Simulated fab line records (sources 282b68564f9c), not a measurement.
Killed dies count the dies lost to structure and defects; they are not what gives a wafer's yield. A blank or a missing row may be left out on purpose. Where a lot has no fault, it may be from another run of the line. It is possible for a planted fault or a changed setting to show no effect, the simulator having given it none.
fab line records | flow rit_cmos
[record] lots = 5 wafers = 15 last_day = 7
route steps=202 shown ACTIVE@1 FOX1@20 FOX2@23
lots that met no fault: taken from a fault-free run of the same line
start_h: start of the lot's first displayed wafer, in hours after the record's first day | wait_h: hours elapsed since this lot's preceding step | " repeats the value in the row above | L1.1+2: a single row standing in for several wafers | - value missing, or start not given | * or withheld: withheld | < > ~ a bound
route shown NAME@n: NAME is a module with steps in the file, n the number in the route of the first one | usual: mean/standard deviation taken from wafers without a fault | same: alike in all rows | chamber/n: place in a boat | sites: each site's reading | _std_site: how widely they spread, as a standard deviation | _edge_site: mean of outer sites minus mean of inner sites | radius_mm: for every site, how far away it sits from the centre of the wafer | mask NAME#n: copy n | behind: tool/chamber where the wafer was last shaped | hold: the reason the lot was held/the length of the hold in hours/how it ended | device: transistor that didn't switch, given as n, p or np | end of line: the route-end tests of the same wafers | a step given without rows: its recipe and nothing more | killed: not the wafer's yield, but the dies lost to structure and defects at the first sort | map: a wafer's dies, marking killed ones x, the rest . and places with no die _
set.NAME: the setting the step ran with; set.NAME@STEP: the setting that earlier step ran with | model.NAME: the simulator's own value behind a step, which no gauge read
lots seen at some steps along the route; tables by step, rows by wafer
services: when a tool's chamber went out of use (start_h, in hours from the record's first day, below 0 if earlier), for how many hours, and the reason
[[steps]]
[step RIT_ACTIVE_BOW_MEAS_00]
[recipe] mode = bow
[usual] INCOMING_BOW = 1/6.1
// columns lot.wafer tool chamber start_h wait_h INCOMING_BOW[um]
L516.2 film_metro-02 - 35.02 - 5
L516.4 " - " " 3
L516.6 " - " " -5
L524.1 film_metro-04 - 75.00 - -6
L524.3 " - " " -1
L524.4 " - " " 7
L530.3 film_metro-01 - 105.04 - 10
L530.5 " - " " 4
L530.6 " - " " -8
L531.2 film_metro-04 - 110.02 - -5
L531.4 " - " " -4
L531.5 " - " " 8
L533.2 film_metro-04 - 120.02 - -7
L533.5 " - " " -8
L533.6 " - " " 2
[step RIT_ACTIVE_OXIDATION_01]
[recipe] temp_c = 1000 ambient = O2 target_thk_a = 468 ox_time_s = 3360
[step RIT_ACTIVE_THK_MEAS_02]
[recipe] reads = SiO2_of_ACTIVE_OXIDATION_01
[usual] ACTIVE_OXIDE_THK = 46.7/1.3
// columns lot.wafer tool chamber start_h wait_h ACTIVE_OXIDE_THK[nm]
L516.2 film_metro-04 - 38.46 0.0 48.1
L516.4 " - " " 47.7
L516.6 " - " " 48.7
L524.1 film_metro-01 - 79.35 0.0 48.3
L524.3 " - " " 48.6
L524.4 " - " " 48.9
L530.3 film_metro-04 - 107.35 0.0 46.1
L530.5 " - " " 45.4
L530.6 " - " " 45.8
L531.2 film_metro-02 - 112.44 0.0 47.1
L531.4 " - " " 46.3
L531.5 " - " " 46.4
L533.2 film_metro-01 - 123.17 0.0 47.4
L533.5 " - " " 47.1
L533.6 " - " " 46.6
[step RIT_ACTIVE_CVD_03]
[recipe] material = Si3N4 target_thk_nm = 150 temp_c = 810 precursor = SiH2Cl2/NH3 time_s = 1500 pressure_mtorr = 300 sih2cl2_flow_sccm = 60 nh3_flow_sccm = 150
[usual] spike_tc_centre_C = 813.4/1.2 spike_tc_load_C = 836.7/2.8 spike_tc_source_C = 833.6/2.4 susceptor_temp_C = 810.1/0.35 zone_power_source_pct = 21.1/0.43
// columns lot.wafer tool chamber start_h wait_h spike_tc_centre_C spike_tc_load_C spike_tc_source_C susceptor_temp_C zone_power_source_pct model.Si3N4_of_ACTIVE_CVD_03.thk_nm
L516.2 lpcvd-01 0 38.51 0.0 815.5 835.6 830.5 810.5 20.9 148.8
L516.4 " 0 " " 815.2 838.5 830.2 810.0 21.3 149.4
L516.6 " 0 " " 814.0 838.2 828.9 809.7 21.2 149
L524.1 lpcvd-01 1 79.41 0.1 813.6 838.7 835.3 810.6 21.6 148.9
L524.3 " 1 " " 813.2 840.6 833.9 810.6 21.2 152.7
L524.4 " 1 " " 811.0 840.1 834.3 810.4 21.6 150.4
L530.3 lpcvd-01 0 107.39 0.0 828.7 854.2 844.5 824.8 22.1 195.5
L530.5 " 0 " " 830.3 853.0 843.7 825.2 21.8 195.2
L530.6 " 0 " " 830.1 853.0 843.2 825.0 22.1 193.5
L531.2 lpcvd-02 1 112.49 0.0 814.7 832.8 835.9 810.5 20.4 151.2
L531.4 " 1 " " 815.1 833.8 834.8 809.6 20.7 150
L531.5 " 1 " " 813.8 834.0 835.1 810.5 20.6 150.8
L533.2 lpcvd-02 1 123.22 0.0 813.6 831.7 834.4 809.9 20.5 150.6
L533.5 " 1 " " 815.5 832.2 836.4 810.0 20.6 150
L533.6 " 1 " " 813.4 832.3 835.7 809.8 20.9 150.6
[step RIT_ACTIVE_THK_MEAS_04]
[recipe] reads = Si3N4_of_ACTIVE_CVD_03
[usual] ACTIVE_NITRIDE_THK = 150.2/1.4
// columns lot.wafer tool chamber start_h wait_h ACTIVE_NITRIDE_THK[nm]
L516.2 film_metro-04 - 39.94 0.0 148.9
L516.4 " - " " 149.5
L516.6 " - " " 149.1
L524.1 film_metro-02 - 80.83 0.0 149.0
L524.3 " - " " 152.7
L524.4 " - " " 150.4
L530.3 film_metro-02 - 108.83 0.0 195.6
L530.5 " - " " 195.2
L530.6 " - " " 193.6
L531.2 film_metro-04 - 114.62 0.0 151.2
L531.4 " - " " 150.0
L531.5 " - " " 150.7
L533.2 film_metro-04 - 124.65 0.0 150.6
L533.5 " - " " 150.0
L533.6 " - " " 150.5
[step RIT_ACTIVE_HMDS_05]
[recipe] prime_time_s = 60 prime_temp_c = 140
[step RIT_ACTIVE_COAT_06]
[recipe] resist = NOVOLAK spin_rpm = 3250 resist_thk_nm = 1000
[step RIT_ACTIVE_SOFTBAKE_07]
[recipe] resist = NOVOLAK temp_c = 90 time_s = 60
[step RIT_ACTIVE_EXPOSE_08]
[recipe] mask_id = M1 na = 0.6 source_shape = conventional sigma_outer = 0.6 target_cd_nm = 1400 dose_mj = 225
[step RIT_ACTIVE_PEB_09]
[recipe] resist = NOVOLAK temp_c = withheld time_s = withheld
[step RIT_ACTIVE_DEVELOP_10]
[recipe] resist = NOVOLAK develop_time_s = 50 dev_temp_c = 23
[step RIT_ACTIVE_CD_MEAS_11]
[recipe] target_cd_nm = 1400
[usual] cd_nm = 1399.5/2.5
// columns lot.wafer tool chamber start_h wait_h cd_nm
L516.2 cd_sem-01 - 40.98 - 1395.1
L516.4 " - " " 1395.2
L516.6 " - " " 1396.2
L524.1 cd_sem-02 - 81.74 - 1395.4
L524.3 " - " " 1395.9
L524.4 " - " " 1395.7
L530.3 cd_sem-02 - 109.76 - 1397.0
L530.5 " - " " 1398.4
L530.6 " - " " 1397.5
L531.2 cd_sem-02 - 115.54 - 1404.3
L531.4 " - " " 1406.0
L531.5 " - " " 1404.3
L533.2 cd_sem-01 - 125.69 - 1402.7
L533.5 " - " " 1399.8
L533.6 " - " " 1402.4
[step RIT_ACTIVE_HARDBAKE_12]
[recipe] resist = NOVOLAK temp_c = 140 time_s = 60
[step RIT_ACTIVE_ETCH_13]
[recipe] stop_on = SiO2 chemistry = SF6 target = Si3N4 time_s = 210 over_etch_frac = 0.4 SF6_flow_sccm = 200 pressure_mtorr = 260 rf_w = 125 target_depth_a = 2100
[usual] drypump_motor_current_A = 5.75/0.3 oes_product_au = 0.820/0.015 throttle_valve_pct = 7.54/0.097
[same] over_etch_frac = 0.4
// columns lot.wafer tool chamber start_h wait_h drypump_motor_current_A oes_product_au rf_hours_counter_h throttle_valve_pct model.etch.depth_nm model.ACTIVE.feature_depth_nm
L516.2 rie_diel-04 0 41.23 0.1 6.17 0.812 0 7.32 148.8 148.8
L516.4 " 1 " " 5.23 0.825 151 7.49 149.4 149.6
L516.6 " 3 " " 5.77 0.817 - 7.60 149 149
L524.1 rie_diel-02 3 82.01 0.1 5.51 0.845 3 7.56 148.9 150
L524.3 " 2 " " 5.49 0.817 119 7.64 152.7 152.8
L524.4 " 1 " " 5.77 0.815 88 7.66 150.4 151.2
L530.3 rie_diel-04 2 109.99 0.1 5.82 0.948 13 7.45 195.5 195.5
L530.5 " 3 " " 5.78 0.947 - 7.62 195.2 195.2
L530.6 " 0 " " 6.19 0.937 - 7.32 193.5 193.5
L531.2 rie_diel-03 3 115.79 0.1 5.80 0.831 27 7.49 151.2 153.6
L531.4 " 2 " " 5.85 0.823 - 7.51 150 151.4
L531.5 " 3 " " 5.80 0.829 - 7.52 150.8 153.2
L533.2 rie_diel-04 3 126.08 0.1 5.77 0.804 69 7.61 150.6 150.6
L533.5 " 2 " " 5.81 0.824 - 7.46 150 150
L533.6 " 1 " " 5.26 0.822 - 7.48 150.6 150.8
[step RIT_ACTIVE_STRIP_14]
[recipe] chemistry = O2 time_s = 180 resist = NOVOLAK platen_temp_c = withheld power_w = 500 pressure_mtorr = 4000 o2_flow_sccm = 4000
[usual] drypump_motor_current_A = 5.8/0.34
// columns lot.wafer tool chamber start_h wait_h drypump_motor_current_A rf_hours_counter_h
L516.2 plasma_asher-01 1 41.37 0.1 5.5 40
L516.4 " 1 " " 5.4 -
L516.6 " 1 " " 5.4 -
L524.1 plasma_asher-02 1 82.14 0.1 5.8 45
L524.3 " 0 " " 5.6 -
L524.4 " 1 " " 5.8 -
L530.3 plasma_asher-01 0 110.18 0.1 5.9 -
L530.5 " 0 " " 5.9 -
L530.6 " 1 " " 5.4 -
L531.2 plasma_asher-02 0 115.93 0.1 5.6 50
L531.4 " 0 " " 5.6 -
L531.5 " 0 " " 5.7 -
L533.2 plasma_asher-04 1 126.22 0.1 6.5 1
L533.5 " 1 " " 6.5 -
L533.6 " 0 " " 5.5 -
[step RIT_ACTIVE_CD_MEAS_90]
[recipe] target_cd_nm = 1400
[usual] cd_nm = 1399.4/2.5
// columns lot.wafer tool chamber start_h wait_h cd_nm
L516.2 cd_sem-01 - 41.56 0.1 1396.1
L516.4 " - " " 1394.6
L516.6 " - " " 1396.3
L524.1 cd_sem-02 - 82.32 0.1 1395.3
L524.3 " - " " 1395.8
L524.4 " - " " 1395.5
L530.3 cd_sem-02 - 110.34 0.1 1396.5
L530.5 " - " " 1398.9
L530.6 " - " " 1397.6
L531.2 cd_sem-02 - 116.12 0.1 1404.4
L531.4 " - " " 1405.7
L531.5 " - " " 1403.8
L533.2 cd_sem-01 - 126.41 0.1 1402.6
L533.5 " - " " 1400.1
L533.6 " - " " 1402.3
[step RIT_ACTIVE_CLEAN_15]
[recipe] chemistry = SC1 mix = 3:3:50 time_s = 600 temp_c = 75
[step RIT_ACTIVE_CLEAN_16]
[recipe] chemistry = dHF dilution = 50:1 time_s = 30
[step RIT_ACTIVE_CLEAN_17]
[recipe] chemistry = SC2 mix = 3:3:50 time_s = 600 temp_c = 75 dry = n2_spin
[step RIT_FOX1_OXIDATION_00]
[recipe] temp_c = 1100 ambient = H2O target_thk_a = 3507 p_h2o_torr = 720 ox_time_s = 1130
[step RIT_FOX1_THK_MEAS_01]
[recipe] reads = SiO2_of_FOX1_OXIDATION_00
[usual] FOX1_OXIDE_THK = 350/6.3
// columns lot.wafer tool chamber start_h wait_h FOX1_OXIDE_THK[nm]
L516.2 film_metro-01 - 44.75 0.0 352
L516.4 " - " " 357
L516.6 " - " " 351
L524.1 film_metro-01 - 84.14 0.0 360
L524.3 " - " " 354
L524.4 " - " " 355
L530.3 film_metro-02 - 113.32 0.0 358
L530.5 " - " " 355
L530.6 " - " " 351
L531.2 film_metro-02 - 118.25 0.0 360
L531.4 " - " " 355
L531.5 " - " " 353
L533.2 film_metro-02 - 128.20 0.0 354
L533.5 " - " " 345
L533.6 " - " " 352
[step RIT_FOX1_WET_ETCH_02]
[recipe] chemistry = BOE target_depth_nm = 350 time_s = 390 temp_c = 21.5 dry = n2_spin dilution = 10:1 target = SiO2
[step RIT_FOX2_OXIDATION_00]
[recipe] temp_c = 1100 ambient = H2O target_thk_a = 3507 p_h2o_torr = 720 ox_time_s = 1130
[step RIT_FOX2_THK_MEAS_01]
[recipe] reads = SiO2_of_FOX2_OXIDATION_00
[usual] FOX2_OXIDE_THK = 353/5.2
// columns lot.wafer tool chamber start_h wait_h FOX2_OXIDE_THK[nm]
L516.2 film_metro-03 - 46.25 0.0 348
L516.4 " - " " 349
L516.6 " - " " 357
L524.1 film_metro-02 - 85.63 0.0 339
L524.3 " - " " 348
L524.4 " - " " 339
L530.3 film_metro-03 - 114.84 0.0 352
L530.5 " - " " 350
L530.6 " - " " 354
L531.2 film_metro-02 - 119.74 0.0 351
L531.4 " - " " 352
L531.5 " - " " 354
L533.2 film_metro-02 - 129.73 0.0 349
L533.5 " - " " 360
L533.6 " - " " 364
[step RIT_FOX2_CLEAN_02]
[recipe] chemistry = dHF dilution = 50:1 time_s = 180
// columns lot.wafer tool chamber start_h wait_h model.Si3N4_of_ACTIVE_CVD_03.thk_nm
L516.2 wet_bench-01 1 46.30 0.0 129.6
L516.4 " 1 " " 130.2
L516.6 " 1 " " 129.8
L524.1 wet_bench-01 3 85.69 0.1 129.6
L524.3 " 3 " " 133.4
L524.4 " 3 " " 131.1
L530.3 wet_bench-03 2 114.88 0.0 176.2
L530.5 " 2 " " 175.9
L530.6 " 2 " " 174.3
L531.2 wet_bench-01 3 119.79 0.0 131.9
L531.4 " 3 " " 130.8
L531.5 " 3 " " 131.6
L533.2+6 wet_bench-01 3 129.78 0.0 131.4
L533.5 " 3 " " 130.7
[step RIT_FOX2_WET_ETCH_03]
[recipe] chemistry = H3PO4 target = Si3N4 target_depth_nm = 195 temp_c = 165 time_s = 2700
[[services]]
// columns tool chamber start_h hours kind
rie_diel-04 - 19.27 0.8 repair
rie_diel-03 0 46.53 12.1 repair
plasma_asher-04 - 78.79 21.3 repair
rie_diel-04 2 81.18 1.7 repair
rie_diel-02 0 90.66 1.9 repair
rie_diel-03 1 105.81 - clean
rie_diel-03 1 105.81 32.3 scheduled_down
rie_diel-03 1 105.81 32.3 vent_cycle
plasma_asher-04 - 108.75 9.0 pm
plasma_asher-04 0 108.75 9.0 vent_cycle
plasma_asher-04 1 108.75 9.0 vent_cycle
wet_bench-03 - 116.04 1.7 repair
plasma_asher-04 0 117.75 - clean
plasma_asher-04 1 117.75 - clean
plasma_asher-02 - 126.35 4.3 pm
[[key]]
[first_sign] step = RIT_ACTIVE_CVD_03 reading = susceptor_temp_C direction = up sigmas = 42 usual = * struck = *
[effect] step = RIT_ACTIVE_CVD_03 reading = spike_tc_centre_C direction = up sigmas = 14 usual = 813.4 struck = 829.7
[effect] step = RIT_ACTIVE_THK_MEAS_04 reading = ACTIVE_NITRIDE_THK direction = up sigmas = 32 usual = 150.2 struck = 194.8
[effect] step = RIT_ACTIVE_ETCH_13 reading = oes_product_au direction = up sigmas = 8.1 usual = 0.820 struck = 0.944
[model_effect] step = RIT_ACTIVE_CVD_03 value = Si3N4_of_ACTIVE_CVD_03.thk_nm without = 149.5 struck = 194.7
[model_effect] step = RIT_ACTIVE_ETCH_13 value = etch.depth_nm without = 149.5 struck = 194.7
[model_effect] step = RIT_FOX2_CLEAN_02 value = Si3N4_of_ACTIVE_CVD_03.thk_nm without = 130.3 struck = 175.5
met_at RIT_ACTIVE_CVD_03
struck_wafers L530.3,L530.5,L530.6
sort_left_out L530.3,L530.5,L530.6
tester_left_out L530
onset_between 38.51 107.39
[fault] kind = process_parameter_drift tool = lpcvd-01 chamber = 0 onset_h = 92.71 steps = RIT_ACTIVE_CVD_03 channel = temp_c offset = * shape = step end_h = 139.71 acts_in = * stated = *
// tester_left_out: of these lots the tester's yield and bins aren't shown, on N5 and GAA mostly nor the transistor test; their killed dies are dies lost to structure and defects alone, not to doping, threshold or leakage, so they don't give the yield
// sort_left_out: the simulated sort isn't trusted on such a fault, so these wafers' sort isn't shown, and their yield isn't known
